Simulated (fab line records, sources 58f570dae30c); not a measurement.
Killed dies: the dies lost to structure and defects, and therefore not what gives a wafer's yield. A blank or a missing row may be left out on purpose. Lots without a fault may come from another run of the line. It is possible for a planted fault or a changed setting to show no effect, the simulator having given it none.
Commonality check across tools | flow berkeley cmos170 | 13 lots and 39 wafers in the sample

== REASON FOR OPENING ==
UCB170_NSD_TW_MEAS_10, reading NSD_TW: flagged on 1 of 13 lots. No-fault wafers: 4183, standard deviation 54.
Rule: a lot is flagged when every wafer of it that has a number lies more than 4 standard deviations from that mean, or none has a number. The other lots count as sound.

lot  | measured     | on            | NSD_TW, wafer by wafer | flag
L319 | day 8 10:24  | film metro-02 | 4167 4163 4170         |
L318 | day 8 10:47  | film metro-03 | 4126 4131 4142         |
L322 | day 8 19:17  | film metro-02 | 4171 4187 4159         |
L320 | day 8 19:30  | film metro-03 | 4107 4125 4138         |
L321 | day 8 19:38  | film metro-04 | 4248 4262 4258         |
L324 | day 9 19:46  | film metro-04 | 30 30 30               | FLAGGED
L331 | day 10 14:36 | film metro-04 | 4249 4257 4203         |
L334 | day 11 13:05 | film metro-03 | 4155 4154 4160         |
L336 | day 11 22:21 | film metro-04 | 4240 4252 4249         |
L337 | day 12 05:19 | film metro-03 | 4121 4132 4139         |
L340 | day 12 15:20 | film metro-03 | 4132 4133 4136         |
L339 | day 12 15:44 | film metro-04 | 4253 4266 4251         |
L338 | day 12 16:01 | film metro-02 | 4200 4186 4167         |
Average over the flagged lots: 30; offset from the usual -4153, equal to -77 standard deviations.

== WHICH TOOL RAN EACH LOT ==
The record holds 3 process steps before the reading, out of a route of 331 steps. In each cell: the tool, then ch and the chambers that the sampled wafers went through, then the start.
lot  | flag    | UCB170_NLDD_STRIP_10                 | UCB170_PSD_STRIP_09                  | UCB170_NSD_STRIP_09
L319 |         | plasma asher-01 ch 1, day 8 00:02    | plasma asher-03 ch 0,1, day 8 07:33  | plasma asher-04 ch 0,1, day 8 10:17
L318 |         | plasma asher-02 ch 0,1, day 7 23:35  | plasma asher-02 ch 0,1, day 8 07:16  | plasma asher-03 ch 0,1, day 8 10:40
L322 |         | plasma asher-03 ch 0,1, day 8 09:19  | plasma asher-04 ch 0,1, day 8 17:18  | plasma asher-01 ch 0,1, day 8 19:10
L320 |         | plasma asher-01 ch 0,1, day 8 09:43  | plasma asher-03 ch 0,1, day 8 17:35  | plasma asher-04 ch 0,1, day 8 19:24
L321 |         | plasma asher-03 ch 0,1, day 8 09:59  | plasma asher-02 ch 0,1, day 8 17:48  | plasma asher-03 ch 0,1, day 8 19:31
L324 | FLAGGED | plasma asher-01 ch 0,1, day 9 10:26  | plasma asher-04 ch 1, day 9 16:53    | plasma asher-01 ch 0,1, day 9 19:40
L331 |         | plasma asher-01 ch 0,1, day 10 02:58 | plasma asher-02 ch 1, day 10 12:19   | plasma asher-01 ch 0,1, day 10 14:30
L334 |         | plasma asher-01 ch 0,1, day 11 00:10 | plasma asher-03 ch 0,1, day 11 10:01 | plasma asher-04 ch 0,1, day 11 13:00
L336 |         | plasma asher-02 ch 0,1, day 11 11:13 | plasma asher-04 ch 0,1, day 11 20:04 | plasma asher-01 ch 0,1, day 11 22:14
L337 |         | plasma asher-02 ch 0,1, day 11 18:18 | plasma asher-03 ch 0,1, day 12 03:17 | plasma asher-01 ch 0,1, day 12 05:14
L340 |         | plasma asher-01 ch 0,1, day 12 04:22 | plasma asher-03 ch 0,1, day 12 13:29 | plasma asher-01 ch 0,1, day 12 15:13
L339 |         | plasma asher-03 ch 0,1, day 12 04:25 | plasma asher-02 ch 0,1, day 12 13:46 | plasma asher-04 ch 0,1, day 12 15:38
L338 |         | plasma asher-02 ch 0,1, day 12 04:42 | plasma asher-04 ch 0,1, day 12 14:18 | plasma asher-03 ch 0,1, day 12 15:55
What these steps do:
- UCB170_NLDD_STRIP_10: strips in O2.
- UCB170_PSD_STRIP_09: strips in O2.
- UCB170_NSD_STRIP_09: strips in O2.
- UCB170_NSD_TW_MEAS_10

== FLAGGED OVER TOTAL, TOOL BY TOOL (the gauges that took the reading come last) ==
step                  | tool            | lots run | flagged | share of the flagged lots | sound lots run after its first flagged lot
UCB170_NLDD_STRIP_10  | plasma asher-01 | 6        | 1       | all                       | 3 (L331,L334,L340)
UCB170_NLDD_STRIP_10  | plasma asher-02 | 4        | 0       | none                      | -
UCB170_NLDD_STRIP_10  | plasma asher-03 | 3        | 0       | none                      | -
UCB170_PSD_STRIP_09   | plasma asher-02 | 4        | 0       | none                      | -
UCB170_PSD_STRIP_09   | plasma asher-03 | 5        | 0       | none                      | -
UCB170_PSD_STRIP_09   | plasma asher-04 | 4        | 1       | all                       | 2 (L336,L338)
UCB170_NSD_STRIP_09   | plasma asher-01 | 6        | 1       | all                       | 4 (L331,L336,L337,L340)
UCB170_NSD_STRIP_09   | plasma asher-03 | 3        | 0       | none                      | -
UCB170_NSD_STRIP_09   | plasma asher-04 | 4        | 0       | none                      | -
UCB170_NSD_TW_MEAS_10 | film metro-02   | 3        | 0       | none                      | -
UCB170_NSD_TW_MEAS_10 | film metro-03   | 5        | 0       | none                      | -
UCB170_NSD_TW_MEAS_10 | film metro-04   | 5        | 1       | all                       | 3 (L331,L336,L339)

== WHAT IS ALLOWED BY THE TABLE ==
4 rows of the table ran every flagged lot: plasma asher-01 at UCB170_NLDD_STRIP_10, plasma asher-04 at UCB170_PSD_STRIP_09, plasma asher-01 at UCB170_NSD_STRIP_09, film metro-04 at UCB170_NSD_TW_MEAS_10.
- plasma asher-01 at UCB170_NLDD_STRIP_10: 1 of its 6 lots flagged. Sound lots ran on it after the first flagged one (L331, L334, L340), which a lasting fault on the whole tool wouldn't allow.
- plasma asher-04 at UCB170_PSD_STRIP_09: 1 of its 4 lots flagged. Sound lots ran on it after the first flagged one (L336, L338), which a lasting fault on the whole tool wouldn't allow. Its own readings (oes product au) fall more than 4 standard deviations out on all wafers of the flagged lots.
- plasma asher-01 at UCB170_NSD_STRIP_09: 1 of its 6 lots flagged. Sound lots ran on it after the first flagged one (L331, L336, L337, L340), which a lasting fault on the whole tool wouldn't allow. Its own readings (oes product au, strip time to endpoint s) fall more than 4 standard deviations out on all wafers of the flagged lots.
- film metro-04 at UCB170_NSD_TW_MEAS_10: 1 of its 5 lots flagged. Sound lots ran on it after the first flagged one (L331, L336, L339), which a lasting fault on the whole tool wouldn't allow.
There is no row in the table that ran each flagged lot and no sound lot after the first.

== WHAT WAS PUT IN BY THE SIMULATOR ==
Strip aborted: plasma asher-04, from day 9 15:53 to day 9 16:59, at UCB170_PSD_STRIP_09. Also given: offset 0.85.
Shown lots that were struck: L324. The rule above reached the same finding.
